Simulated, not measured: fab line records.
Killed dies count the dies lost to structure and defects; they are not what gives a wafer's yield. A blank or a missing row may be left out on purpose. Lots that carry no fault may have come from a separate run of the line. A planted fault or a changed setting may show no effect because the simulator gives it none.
fab line records | flow rit-cmos
record lots=14 wafers=42 last-day=7
route steps=202 shown CONTACT@168 M1@202
lots untouched by any fault: they come from a run of this same line in which no faults occurred
start-h: hours from the record's first day to the start of the lot's first wafer shown | wait-h: hours elapsed since this lot's preceding step | " identical to the entry in the row above | L1.1+2: a single row standing in for several wafers | - no value, or no start given | * or withheld: withheld | < > ~ a bound
route shown NAME@n: a module of which the file shows steps, and the number in the route of the first | usual: the fault-free wafers' mean and standard deviation | same: alike in all rows | chamber/n: place in a boat | sites: per-site readings | _std_site: their standard deviation | _edge_site: outer sites' mean less inner sites' | radius-mm: for every site, how far away it sits from the centre of the wafer | mask NAME#n: copy n | behind: the most recent tool/chamber to have shaped the wafer | hold: the reason the lot was held/the length of the hold in hours/how it ended | device: the n, p or np transistor that did not switch | end of line: tests run on the same wafers once the route is complete | where a step has no rows: the recipe by itself | killed: dies that structure and defects cost at the first sort, which is not the same as the wafer's yield | map: a wafer's dies, marking killed ones x, the rest . and places with no die _
set.NAME: the setting that was run; set.NAME@STEP: the one run at that earlier step | model.NAME: the simulator's own value behind a step, which no gauge read
a sample of lots followed through the steps of the route, with each step as a table and each wafer as a row
services: when a tool's chamber went out of use (start-h, in hours from the record's first day, below 0 if earlier), for how many hours, and the reason
## steps
# step RIT_CONTACT_CVD_00
# recipe material=SiO2 target-thk-nm=400 precursor=TEOS temp-c=390 time-s=61 rf-w=400
# usual heater-power-w=306/33 rf-fwd-power-W=396.2/1.8
# same time-s=61
# columns lot.wafer tool chamber start-h wait-h heater-power-w rf-fwd-power-W
L275.2 pecvd-04 0 60.07 0.0 304 395.0
L275.3 " 2 " " 301 394.3
L275.6 " 2 " " 302 394.1
L276.1 pecvd-02 2 66.76 0.1 354 399.9
L276.4 " 2 " " 375 399.1
L276.6 " 1 " " 320 399.2
L279.2 pecvd-04 0 82.64 0.0 302 397.3
L279.5 " 0 " " 321 398.0
L279.6 " 1 " " 331 395.5
L278.4 pecvd-02 2 84.12 0.0 342 397.1
L278.5 " 0 " " 342 396.2
L278.6 " 1 " " 276 398.5
L280.1 pecvd-01 0 85.88 0.1 273 394.0
L280.4 " 1 " " 264 395.2
L280.6 " 0 " " 279 396.0
L282.2 pecvd-02 1 97.62 0.0 300 399.8
L282.3 " 2 " " 374 396.8
L282.4 " 1 " " 310 398.6
L285.1 pecvd-02 0 111.15 0.1 357 396.9
L285.2 " 1 " " 286 397.8
L285.3 " 2 " " 318 399.6
L287.1 pecvd-04 1 117.83 0.1 270 396.8
L287.2 " 0 " " 350 394.0
L287.3 " 2 " " 278 395.4
L288.4 pecvd-02 0 125.32 0.0 294 395.0
L288.5 " 2 " " 323 397.8
L288.6 " 0 " " 312 395.8
L290.1 pecvd-04 0 132.47 0.1 309 396.9
L290.2 " 1 " " 322 393.6
L290.5 " 2 " " 282 393.6
L291.2 pecvd-02 0 138.17 0.0 395 236.5
L291.4 " 1 " " 317 397.0
L291.5 " 2 " " 288 395.5
L292.1 pecvd-01 0 147.24 0.1 270 392.9
L292.4 " 2 " " 293 396.9
L292.6 " 1 " " 275 397.0
L293.2 pecvd-04 1 150.34 0.0 299 395.9
L293.3 " 0 " " 308 397.5
L293.6 " 1 " " 312 394.9
L294.1 pecvd-02 0 155.88 0.1 357 234.1
L294.2 " 2 " " 357 398.3
L294.3 " 1 " " 305 398.0
# step RIT_CONTACT_THK_MEAS_01
# recipe reads=SiO2_of_CONTACT_CVD_00
# usual CONTACT_TEOS_THK=400/5.5
# columns lot.wafer tool chamber start-h wait-h CONTACT_TEOS_THK[nm]
L275.2 film-metro-04 - 60.16 0.1 401
L275.3 " - " " 401
L275.6 " - " " 397
L276.1 film-metro-04 - 66.81 0.0 403
L276.4 " - " " 409
L276.6 " - " " 404
L279.2 film-metro-04 - 82.70 0.0 401
L279.5 " - " " 407
L279.6 " - " " 410
L278.4 film-metro-04 - 84.18 0.0 404
L278.5 " - " " 402
L278.6 " - " " 397
L280.1 film-metro-04 - 85.93 0.0 394
L280.4 " - " " 406
L280.6 " - " " 398
L282.2 film-metro-04 - 97.68 0.0 402
L282.3 " - " " 396
L282.4 " - " " 404
L285.1 film-metro-04 - 111.20 0.0 400
L285.2 " - " " 398
L285.3 " - " " 399
L287.1 film-metro-04 - 117.88 0.0 399
L287.2 " - " " 403
L287.3 " - " " 396
L288.4 film-metro-02 - 125.40 0.1 402
L288.5 " - " " 408
L288.6 " - " " 406
L290.1 film-metro-02 - 132.52 0.0 401
L290.2 " - " " 401
L290.5 " - " " 408
L291.2 film-metro-01 - 138.23 0.0 337
L291.4 " - " " 399
L291.5 " - " " 406
L292.1 film-metro-02 - 147.29 0.0 394
L292.4 " - " " 395
L292.6 " - " " 394
L293.2 film-metro-04 - 150.40 0.0 392
L293.3 " - " " 399
L293.6 " - " " 398
L294.1 film-metro-04 - 155.93 0.0 338
L294.2 " - " " 400
L294.3 " - " " 395
# step RIT_M1_PROBE_99
# usual killed_at_M0_to_M3=0.0/0.12 killed-at-contacts=0.1/0.31 killed-at-front-end=8/3.1 killed-dies=8/3.2 killed-open=3.9/2.2 killed-short=3.8/2.1
# same gross-dies=264 killed_at_M4_up=0 killed-at-back-side=0 killed-at-other=0
# columns lot.wafer tool chamber start-h wait-h killed_at_M0_to_M3 killed-at-contacts killed-at-front-end killed-dies killed-open killed-short
L279.2 prober-02 - 89.08 0.1 0 1 10 11 6 5
L279.5 prober-02 - 89.23 0.2 0 0 5 5 4 1
L279.6 prober-02 - 89.28 0.2 0 0 4 4 2 2
L287.1 prober-01 - 124.24 0.1 0 0 6 6 1 5
L287.2 prober-01 - 124.29 0.1 0 0 13 13 5 8
L287.3 prober-01 - 124.34 0.2 0 0 7 7 3 4
L288.4 prober-02 - 132.17 0.2 0 0 3 3 1 2
L288.5 prober-02 - 132.22 0.2 0 0 11 11 9 2
L288.6 prober-02 - 132.27 0.2 0 0 6 6 2 4
# killed by level:class
L279.2 SPACER:geometric-particle:open=3 GATE:geometric-particle:short=2 SPACER:geometric-particle:short=2 FOX2:geometric-particle:open=1 SILICIDE:geometric-particle:short=1 SILICIDE:geometric-particle:open=1 CONTACT:geometric-particle:open=1
L279.5 SILICIDE:geometric-particle:open=2 REOX:geometric-particle:open=1 SPACER:geometric-particle:open=1 SILICIDE:geometric-particle:short=1
L279.6 FOX2:geometric-particle:short=1 GATE:geometric-particle:open=1 GATE:geometric-particle:short=1 SPACER:geometric-particle:open=1
L287.1 GATE:geometric-particle:short=2 FOX1:geometric-particle:short=1 FOX2:geometric-particle:short=1 REOX:geometric-particle:open=1 SPACER:geometric-particle:short=1
L287.2 GATE:geometric-particle:short=5 GATE:geometric-particle:open=3 FOX1:geometric-particle:short=2 ACTIVE:geometric-particle:open=1 SPACER:geometric-particle:open=1 SILICIDE:geometric-particle:short=1
L287.3 GATE:geometric-particle:open=2 GATE:geometric-particle:short=2 REOX:geometric-particle:short=1 REOX:geometric-particle:open=1 SPACER:geometric-particle:short=1
L288.4 FOX2:geometric-particle:short=2 FOX2:geometric-particle:open=1
L288.5 FOX2:geometric-particle:open=3 FOX2:geometric-particle:short=2 GATE:geometric-particle:open=2 FOX1:geometric-particle:open=1 REOX:geometric-particle:open=1 SPACER:geometric-particle:open=1 SILICIDE:geometric-particle:open=1
L288.6 GATE:geometric-particle:short=3 GATE:geometric-particle:open=2 FOX2:geometric-particle:short=1
## services
# columns tool chamber start-h hours kind
pecvd-04 1 57.75 3.5 repair
pecvd-02 - 81.77 0.7 repair
pecvd-02 1 124.22 6.3 repair
pecvd-02 - 146.41 6.0 pm
## key
first-sign step=RIT_CONTACT_CVD_00 reading=rf-fwd-power-W direction=down sigmas=87 usual=396.2 struck=235.3
effect step=RIT_CONTACT_THK_MEAS_01 reading=CONTACT_TEOS_THK direction=down sigmas=11 usual=400 struck=338
met-at RIT_CONTACT_CVD_00
struck-lots L291,L294
struck-wafers L291.2,L294.1
tester-left-out L291,L294
onset-between 125.32 138.17
fault kind=process-parameter-drift tool=pecvd-02 chamber=0 onset-h=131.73 steps=RIT_CONTACT_CVD_00 channel=rf-w offset=-160 shape=step end-h=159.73 stated=400
# tester-left-out: of these lots the tester's yield and bins aren't shown, on N5 and GAA mostly nor the transistor test; their killed dies are dies lost to structure and defects alone, not to doping, threshold or leakage, so they don't give the yield
